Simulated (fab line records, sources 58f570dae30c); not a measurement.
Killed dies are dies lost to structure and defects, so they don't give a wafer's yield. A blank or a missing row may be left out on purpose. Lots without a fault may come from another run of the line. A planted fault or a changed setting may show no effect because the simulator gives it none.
Split-lot experiment | flow berkeley_cmos170 | 5 lots, 23 wafers read, on a route of 331 steps

THE SPLIT
At UCB170_PWELL_ETCH_14 (etches Si3N4 in CH3F/Ar/O2, stops on SiO2, target depth 242 nm, time 151 s), the setting rf_w was moved away from the recipe's 450 W on 6 of the 23 wafers read, by -3.0% to +11.5%. The other wafers ran this setting at the recipe's value.

The reading is taken at the split's own step.

THE READING
SiO2_of_PWELL_OXIDATION_02.thk_nm (the simulator's own value, which no gauge read), in nm, at UCB170_PWELL_ETCH_14 (etches Si3N4 in CH3F/Ar/O2, stops on SiO2, target depth 242 nm, time 151 s). The file gives no usual value for it. The 17 wafers here that ran the recipe average 22.45 nm, standard deviation 0.49 nm.

wafer  | tool, chamber at the split | rf_w as run, W | against the recipe | SiO2_of_PWELL_OXIDATION_02.thk_nm, nm | against lot-mates on the recipe
L074.1 | rie_diel-04, 3             | 450            | recipe             | 22.81                                 | -
L074.2 | rie_diel-04, 2             | 500.2          | +11.2%             | 19.66                                 | -2.92
L074.3 | rie_diel-04, 1             | 450            | recipe             | 21.9                                  | -
L074.4 | rie_diel-04, 0             | 450            | recipe             | 23.02                                 | -
L074.6 | rie_diel-04, 3             | 500.2          | +11.2%             | 20.24                                 | -2.34
L076.1 | rie_diel-04, 1             | 501.8          | +11.5%             | 19.99                                 | -2.37
L076.2 | rie_diel-04, 0             | 450            | recipe             | 23                                    | -
L076.4 | rie_diel-04, 2             | 450            | recipe             | 22.15                                 | -
L076.5 | rie_diel-04, 1             | 501.8          | +11.5%             | 20.23                                 | -2.13
L076.6 | rie_diel-04, 2             | 450            | recipe             | 21.92                                 | -
L075.2 | rie_diel-03, 3             | 450            | recipe             | 23.29                                 | -
L075.4 | rie_diel-03, 0             | 450            | recipe             | 22.69                                 | -
L075.5 | rie_diel-03, 1             | 450            | recipe             | 21.82                                 | -
L080.1 | rie_diel-04, 1             | 450            | recipe             | 21.62                                 | -
L080.3 | rie_diel-04, 3             | 436.3          | -3.0%              | 22.19                                 | -0.23
L080.4 | rie_diel-04, 0             | 450            | recipe             | 22.57                                 | -
L080.5 | rie_diel-04, 1             | 436.3          | -3.0%              | 22.3                                  | -0.12
L080.6 | rie_diel-04, 0             | 450            | recipe             | 23.07                                 | -
L085.1 | rie_diel-04, 0             | 450            | recipe             | 22.6                                  | -
L085.2 | rie_diel-04, 2             | 450            | recipe             | 22.09                                 | -
L085.4 | rie_diel-04, 3             | 450            | recipe             | 22.62                                 | -
L085.5 | rie_diel-04, 1             | 450            | recipe             | 22.47                                 | -
L085.6 | rie_diel-04, 2             | 450            | recipe             | 21.99                                 | -

THE FIT
A straight line over all 23 wafers: SiO2_of_PWELL_OXIDATION_02.thk_nm changes by -0.196 nm for each +1% of rf_w; r = -0.87; the points scatter about the line by 0.51 nm.
The same after taking each lot's own level away (the mean of its wafers on the recipe; 23 wafers): -0.198 nm for each +1%; r = -0.88; scatter 0.51 nm.
On that fit, the largest move of rf_w shifts the reading by 2.3 nm.
The lots' own levels span 22.354 to 22.600 nm, that is 0.5 times the standard deviation above.
So the lot-to-lot level changes the slope little: the two slopes agree.
Check: with one of the wafers moved furthest among these (+11.5%) left out of the fit, the line predicts -2.38 nm for it against its lot-mates. It came out at -2.37 nm against them.

OTHER SPLITS ON THESE WAFERS
These wafers also went through other splits before the reading. Each is held against what the fit with the lots' levels taken away leaves over:
other split on the same wafers        | wafers away from the commonest value | r with SiO2_of_PWELL_OXIDATION_02.thk_nm (lot level and that fit taken away)
UCB170_NWELL_CVD_04 sih2cl2_flow_sccm | 15                                   | -0.14

THE FILE'S OWN FIT
SiO2_of_PWELL_OXIDATION_02.thk_nm changes by -0.205 nm for each +1% of rf_w, r = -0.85.
